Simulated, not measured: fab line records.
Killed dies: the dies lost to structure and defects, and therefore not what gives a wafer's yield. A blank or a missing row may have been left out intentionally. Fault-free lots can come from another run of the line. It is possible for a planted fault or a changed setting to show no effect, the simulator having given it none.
Matching of chambers    flow berkeley-cmos170    UCB170_V1_CMP_02 on cmp-02: 4 sister chambers
The step polishes SiO2. 14 wafers are shown with their chamber, then 7 later ones without.

WAFERS, EACH WITH ITS CHAMBER
wafer   chamber  motor-current-A (A)  edge-zone-pressure-frac
L878.1  2        16.0                 0.996
L878.5  1        12.9                 1.000
L878.6  0        17.6                 1.007
L877.2  1        13.8                 1.000
L877.4  3        14.1                 1.003
L877.5  2        16.1                 0.999
L881.1  0        18.3                 0.999
L881.3  2        15.6                 0.995
L881.4  1        13.5                 0.994
L893.2  1        12.5                 0.997
L893.4  2        15.4                 1.000
L893.5  3        14.9                 1.003
L896.1  1        13.2                 1.003
L896.4  0        17.9                 1.001

SIGNATURES (averages over the wafers above)
reading                  chamber 0  chamber 1  chamber 2  chamber 3  scatter within a chamber
motor-current-A          17.933     13.180     15.775     14.500     0.438
edge-zone-pressure-frac  1.00233    0.99880    0.99750    1.00300    0.00314
Rule: for a wafer and a chamber, the distance is found by dividing, reading by reading, the gap between the wafer's reading and the chamber's mean by the reading's scatter, squaring, summing and taking the root. If the next closest chamber is less than 2 further off than the closest, the wafer can't be placed; otherwise it belongs to the closest. The scatter: take each reading less its chamber's mean, square it, sum over the shown wafers, divide by the number of wafers less the number of chambers, and take the root.

WAFERS MISSING THEIR CHAMBER
wafer   motor-current-A (A)  edge-zone-pressure-frac
L896.6  15.1                 1.004
L897.1  15.6                 1.001
L897.3  14.5                 1.004
L897.5  15.8                 1.006
L898.3  15.2                 1.003
L898.5  17.9                 0.991
L898.6  12.9                 1.004

THE CHAMBER EACH PASSED THROUGH
wafer   from the rows above      in truth
L896.6  can't be placed: 3 or 2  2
L897.1  can't be placed: 2 or 3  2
L897.3  3                        3
L897.5  can't be placed: 2 or 3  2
L898.3  can't be placed: 3 or 2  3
L898.5  can't be placed: 0 or 2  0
L898.6  can't be placed: 1 or 3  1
1 of 7 placed correctly. Cannot be placed on the basis of these rows: 6; the candidates contain the true chamber in 6. Placed wrongly: 0.
